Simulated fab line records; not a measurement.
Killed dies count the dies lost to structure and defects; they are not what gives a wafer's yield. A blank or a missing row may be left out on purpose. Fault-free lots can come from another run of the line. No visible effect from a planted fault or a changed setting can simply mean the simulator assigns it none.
fab line records / flow rit-cmos
record lots=6 wafers=18 last-day=7
route steps=202 shown NWELL@31 PWELL@39
lots untouched by any fault: they come from a run of this same line in which no faults occurred
start-h: hours from the record's first day to the start of the lot's first wafer shown / wait-h: hours since the lot's step before / " the same as in the row above / L1.1+2: a row that stands for several wafers / - no value, or no start was given / * or withheld: withheld / < > ~ a bound
route shown NAME@n: names a module that has steps shown in the file, with the first one's number in the route / usual: the fault-free wafers' mean and standard deviation / same: alike in all rows / chamber/n: place in a boat / sites: readings site by site / _std_site: standard deviation of those values / _edge_site: mean of outer sites minus mean of inner sites / radius-mm: how far each site lies from the wafer's centre / mask NAME#n: copy n / behind: the last tool/chamber to shape the wafer / hold: the reason the lot was held/the length of the hold in hours/how it ended / device: transistor that didn't switch, given as n, p or np / end of line: tests of these same wafers at the route's end / a step given without rows: its recipe and nothing more / killed: at the first sort, the dies lost to defects and structure; wafer yield is something else / map: per-die view of a wafer (x killed, . not killed, _ where there is no die)
set.NAME: the setting as run; set.NAME@STEP: as run at that earlier step / model.NAME: the simulator's own value behind a step, which no gauge read
certain route steps with their lots: each step a table, each wafer a row
services: the hour from which a tool's chamber was out of use, counted from the record's first day as start-h (under 0 if before that day), plus the number of hours and why
## steps
# step RIT_NWELL_EXPOSE_03
# recipe mask-id=M2 na=0.57 target-cd-nm=43900 dose-mj=250
# step RIT_NWELL_PEB_04
# recipe resist=NOVOLAK temp-c=withheld time-s=withheld
# step RIT_NWELL_DEVELOP_05
# recipe resist=NOVOLAK develop-time-s=68 dev-temp-c=23
# step RIT_NWELL_OVL_MEAS_06
# usual NWELL_OVL=0.0/1.5
lot.wafer=L723.2 tool=overlay-01 chamber=- start-h=40.64 wait-h=- NWELL_OVL[nm]=2.9
lot.wafer=L723.4 tool=overlay-01 chamber=- start-h=40.64 wait-h=- NWELL_OVL[nm]=1.6
lot.wafer=L723.5 tool=overlay-01 chamber=- start-h=40.64 wait-h=- NWELL_OVL[nm]=1.5
lot.wafer=L728.3 tool=overlay-02 chamber=- start-h=60.86 wait-h=- NWELL_OVL[nm]=2.0
lot.wafer=L728.4 tool=overlay-02 chamber=- start-h=60.86 wait-h=- NWELL_OVL[nm]=0.4
lot.wafer=L728.6 tool=overlay-02 chamber=- start-h=60.86 wait-h=- NWELL_OVL[nm]=0.6
lot.wafer=L737.1 tool=overlay-01 chamber=- start-h=105.54 wait-h=- NWELL_OVL[nm]=-0.1
lot.wafer=L737.5 tool=overlay-01 chamber=- start-h=105.54 wait-h=- NWELL_OVL[nm]=1.5
lot.wafer=L737.6 tool=overlay-01 chamber=- start-h=105.54 wait-h=- NWELL_OVL[nm]=-1.1
lot.wafer=L738.2 tool=overlay-01 chamber=- start-h=110.58 wait-h=- NWELL_OVL[nm]=0.7
lot.wafer=L738.3 tool=overlay-01 chamber=- start-h=110.58 wait-h=- NWELL_OVL[nm]=0.8
lot.wafer=L738.6 tool=overlay-01 chamber=- start-h=110.58 wait-h=- NWELL_OVL[nm]=1.2
lot.wafer=L742.2 tool=overlay-02 chamber=- start-h=130.38 wait-h=- NWELL_OVL[nm]=-1.7
lot.wafer=L742.3 tool=overlay-02 chamber=- start-h=130.38 wait-h=- NWELL_OVL[nm]=-0.5
lot.wafer=L742.5 tool=overlay-02 chamber=- start-h=130.38 wait-h=- NWELL_OVL[nm]=-1.9
lot.wafer=L743.3 tool=overlay-02 chamber=- start-h=135.32 wait-h=- NWELL_OVL[nm]=0.4
lot.wafer=L743.4 tool=overlay-02 chamber=- start-h=135.32 wait-h=- NWELL_OVL[nm]=0.6
lot.wafer=L743.5 tool=overlay-02 chamber=- start-h=135.32 wait-h=- NWELL_OVL[nm]=1.6
# step RIT_NWELL_HARDBAKE_07
# recipe resist=NOVOLAK temp-c=140 time-s=120
# step RIT_NWELL_IMPLANT_08
# recipe species=P energy-kev=170 dose-cm2=5e+13 tilt-deg=7
# step RIT_NWELL_STRIP_09
# recipe chemistry=O2 time-s=180 resist=NOVOLAK platen-temp-c=withheld power-w=500 pressure-mtorr=4000 o2-flow-sccm=4000
# usual chamber-pressure-mTorr=3999/3.6 drypump-motor-current-A=6.0/0.62
lot.wafer=L723.2 tool=plasma-asher-01 chamber=0 start-h=41.07 wait-h=0.1 chamber-pressure-mTorr=3996 drypump-motor-current-A=6.6 rf-hours-counter-h=40
lot.wafer=L723.4 tool=plasma-asher-01 chamber=1 start-h=41.07 wait-h=0.1 chamber-pressure-mTorr=3996 drypump-motor-current-A=5.9 rf-hours-counter-h=-
lot.wafer=L723.5 tool=plasma-asher-01 chamber=1 start-h=41.07 wait-h=0.1 chamber-pressure-mTorr=3992 drypump-motor-current-A=5.9 rf-hours-counter-h=-
lot.wafer=L728.3 tool=plasma-asher-03 chamber=0 start-h=61.35 wait-h=0.1 chamber-pressure-mTorr=3995 drypump-motor-current-A=4.9 rf-hours-counter-h=-
lot.wafer=L728.4 tool=plasma-asher-03 chamber=1 start-h=61.35 wait-h=0.1 chamber-pressure-mTorr=4003 drypump-motor-current-A=6.2 rf-hours-counter-h=-
lot.wafer=L728.6 tool=plasma-asher-03 chamber=0 start-h=61.35 wait-h=0.1 chamber-pressure-mTorr=4001 drypump-motor-current-A=4.9 rf-hours-counter-h=-
lot.wafer=L737.1 tool=plasma-asher-02 chamber=0 start-h=105.97 wait-h=0.1 chamber-pressure-mTorr=3996 drypump-motor-current-A=6.7 rf-hours-counter-h=48
lot.wafer=L737.5 tool=plasma-asher-02 chamber=0 start-h=105.97 wait-h=0.1 chamber-pressure-mTorr=3998 drypump-motor-current-A=6.7 rf-hours-counter-h=-
lot.wafer=L737.6 tool=plasma-asher-02 chamber=1 start-h=105.97 wait-h=0.1 chamber-pressure-mTorr=4006 drypump-motor-current-A=5.9 rf-hours-counter-h=-
lot.wafer=L738.2 tool=plasma-asher-02 chamber=0 start-h=111.01 wait-h=0.1 chamber-pressure-mTorr=3999 drypump-motor-current-A=6.7 rf-hours-counter-h=48
lot.wafer=L738.3 tool=plasma-asher-02 chamber=0 start-h=111.01 wait-h=0.1 chamber-pressure-mTorr=4005 drypump-motor-current-A=6.7 rf-hours-counter-h=-
lot.wafer=L738.6 tool=plasma-asher-02 chamber=0 start-h=111.01 wait-h=0.1 chamber-pressure-mTorr=3997 drypump-motor-current-A=6.7 rf-hours-counter-h=-
lot.wafer=L742.2 tool=plasma-asher-02 chamber=0 start-h=130.81 wait-h=0.1 chamber-pressure-mTorr=3997 drypump-motor-current-A=6.6 rf-hours-counter-h=51
lot.wafer=L742.3 tool=plasma-asher-02 chamber=0 start-h=130.81 wait-h=0.1 chamber-pressure-mTorr=3999 drypump-motor-current-A=6.7 rf-hours-counter-h=-
lot.wafer=L742.5 tool=plasma-asher-02 chamber=0 start-h=130.81 wait-h=0.1 chamber-pressure-mTorr=3995 drypump-motor-current-A=6.6 rf-hours-counter-h=-
lot.wafer=L743.3 tool=plasma-asher-01 chamber=0 start-h=135.80 wait-h=0.1 chamber-pressure-mTorr=4003 drypump-motor-current-A=6.6 rf-hours-counter-h=-
lot.wafer=L743.4 tool=plasma-asher-01 chamber=1 start-h=135.80 wait-h=0.1 chamber-pressure-mTorr=3999 drypump-motor-current-A=5.9 rf-hours-counter-h=-
lot.wafer=L743.5 tool=plasma-asher-01 chamber=0 start-h=135.80 wait-h=0.1 chamber-pressure-mTorr=4003 drypump-motor-current-A=6.6 rf-hours-counter-h=-
# step RIT_NWELL_TW_MEAS_10
# usual NWELL_TW=2137/16
lot.wafer=L723.2 tool=film-metro-01 chamber=- start-h=41.26 wait-h=0.1 NWELL_TW=2125
lot.wafer=L723.4 tool=film-metro-01 chamber=- start-h=41.26 wait-h=0.1 NWELL_TW=2127
lot.wafer=L723.5 tool=film-metro-01 chamber=- start-h=41.26 wait-h=0.1 NWELL_TW=2125
lot.wafer=L728.3 tool=film-metro-04 chamber=- start-h=61.48 wait-h=0.1 NWELL_TW=2140
lot.wafer=L728.4 tool=film-metro-04 chamber=- start-h=61.48 wait-h=0.1 NWELL_TW=2144
lot.wafer=L728.6 tool=film-metro-04 chamber=- start-h=61.48 wait-h=0.1 NWELL_TW=2138
lot.wafer=L737.1 tool=film-metro-03 chamber=- start-h=106.15 wait-h=0.1 NWELL_TW=2159
lot.wafer=L737.5 tool=film-metro-03 chamber=- start-h=106.15 wait-h=0.1 NWELL_TW=2155
lot.wafer=L737.6 tool=film-metro-03 chamber=- start-h=106.15 wait-h=0.1 NWELL_TW=2156
lot.wafer=L738.2 tool=film-metro-01 chamber=- start-h=111.20 wait-h=0.1 NWELL_TW=2131
lot.wafer=L738.3 tool=film-metro-01 chamber=- start-h=111.20 wait-h=0.1 NWELL_TW=2119
lot.wafer=L738.6 tool=film-metro-01 chamber=- start-h=111.20 wait-h=0.1 NWELL_TW=2117
lot.wafer=L742.2 tool=film-metro-03 chamber=- start-h=131.00 wait-h=0.1 NWELL_TW=2151
lot.wafer=L742.3 tool=film-metro-03 chamber=- start-h=131.00 wait-h=0.1 NWELL_TW=2149
lot.wafer=L742.5 tool=film-metro-03 chamber=- start-h=131.00 wait-h=0.1 NWELL_TW=2144
lot.wafer=L743.3 tool=film-metro-04 chamber=- start-h=135.94 wait-h=0.1 NWELL_TW=2122
lot.wafer=L743.4 tool=film-metro-04 chamber=- start-h=135.94 wait-h=0.1 NWELL_TW=2151
lot.wafer=L743.5 tool=film-metro-04 chamber=- start-h=135.94 wait-h=0.1 NWELL_TW=2143
# step RIT_PWELL_HMDS_00
# recipe prime-time-s=60 prime-temp-c=140
# step RIT_PWELL_COAT_01
# recipe resist=NOVOLAK spin-rpm=2000 resist-thk-nm=1300
# step RIT_PWELL_SOFTBAKE_02
# recipe resist=NOVOLAK temp-c=90 time-s=60
# step RIT_PWELL_EXPOSE_03
# recipe mask-id=M3 na=0.57 target-cd-nm=43700 dose-mj=250
# step RIT_PWELL_PEB_04
# recipe resist=NOVOLAK temp-c=withheld time-s=withheld
# usual chill-plate-temp-C=* exhaust-pa=45.1/0.87
lot.wafer=L723.2 tool=litho-track-02 chamber=0 start-h=41.90 wait-h=0.1 chill-plate-temp-C=* exhaust-pa=44.3
lot.wafer=L723.4 tool=litho-track-02 chamber=0 start-h=41.90 wait-h=0.1 chill-plate-temp-C=* exhaust-pa=45.3
lot.wafer=L723.5 tool=litho-track-02 chamber=0 start-h=41.90 wait-h=0.1 chill-plate-temp-C=* exhaust-pa=45.1
lot.wafer=L728.3 tool=litho-track-02 chamber=0 start-h=62.26 wait-h=0.1 chill-plate-temp-C=* exhaust-pa=44.9
lot.wafer=L728.4 tool=litho-track-02 chamber=0 start-h=62.26 wait-h=0.1 chill-plate-temp-C=* exhaust-pa=43.6
lot.wafer=L728.6 tool=litho-track-02 chamber=0 start-h=62.26 wait-h=0.1 chill-plate-temp-C=* exhaust-pa=44.3
lot.wafer=L737.1 tool=litho-track-03 chamber=- start-h=106.90 wait-h=0.1 chill-plate-temp-C=- exhaust-pa=-
lot.wafer=L737.5 tool=litho-track-03 chamber=- start-h=106.90 wait-h=0.1 chill-plate-temp-C=- exhaust-pa=-
lot.wafer=L737.6 tool=litho-track-03 chamber=- start-h=106.90 wait-h=0.1 chill-plate-temp-C=- exhaust-pa=-
lot.wafer=L738.2 tool=litho-track-02 chamber=- start-h=111.97 wait-h=0.1 chill-plate-temp-C=- exhaust-pa=-
lot.wafer=L738.3 tool=litho-track-02 chamber=- start-h=111.97 wait-h=0.1 chill-plate-temp-C=- exhaust-pa=-
lot.wafer=L738.6 tool=litho-track-02 chamber=- start-h=111.97 wait-h=0.1 chill-plate-temp-C=- exhaust-pa=-
lot.wafer=L742.2 tool=litho-track-03 chamber=0 start-h=131.64 wait-h=0.1 chill-plate-temp-C=* exhaust-pa=44.6
lot.wafer=L742.3 tool=litho-track-03 chamber=0 start-h=131.64 wait-h=0.1 chill-plate-temp-C=* exhaust-pa=44.1
lot.wafer=L742.5 tool=litho-track-03 chamber=0 start-h=131.64 wait-h=0.1 chill-plate-temp-C=* exhaust-pa=44.3
lot.wafer=L743.3 tool=litho-track-02 chamber=0 start-h=136.60 wait-h=0.1 chill-plate-temp-C=* exhaust-pa=44.5
lot.wafer=L743.4 tool=litho-track-02 chamber=0 start-h=136.60 wait-h=0.1 chill-plate-temp-C=* exhaust-pa=44.4
lot.wafer=L743.5 tool=litho-track-02 chamber=0 start-h=136.60 wait-h=0.1 chill-plate-temp-C=* exhaust-pa=45.7
# step RIT_PWELL_DEVELOP_05
# recipe resist=NOVOLAK develop-time-s=68 dev-temp-c=23
## services
tool=plasma-asher-01 chamber=- start-h=108.75 hours=9.0 kind=pm
tool=plasma-asher-01 chamber=0 start-h=108.75 hours=9.0 kind=vent-cycle
tool=plasma-asher-01 chamber=1 start-h=108.75 hours=9.0 kind=vent-cycle
tool=plasma-asher-01 chamber=0 start-h=117.75 hours=- kind=clean
tool=plasma-asher-01 chamber=1 start-h=117.75 hours=- kind=clean
## key
first-sign step=RIT_PWELL_PEB_04 reading=tool-record direction=missing
effect none on later readings
met-at RIT_PWELL_PEB_04
struck-wafers L737.1,L737.5,L737.6,L738.2,L738.3,L738.6
sort-left-out L737.1,L737.5,L737.6,L738.2,L738.3,L738.6
tester-left-out L737,L738
onset-between 62.26 106.90
fault kind=skipped-step-whole tool=litho-track-02,litho-track-03 chamber=- onset-h=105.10 steps=RIT_PWELL_PEB_04 scope=struck-lots-only
# tester-left-out: of these lots the tester's yield and bins aren't shown, on N5 and GAA mostly nor the transistor test; their killed dies are dies lost to structure and defects alone, not to doping, threshold or leakage, so they don't give the yield
# sort-left-out: the simulated sort isn't trusted on such a fault, so these wafers' sort isn't shown, and their yield isn't known
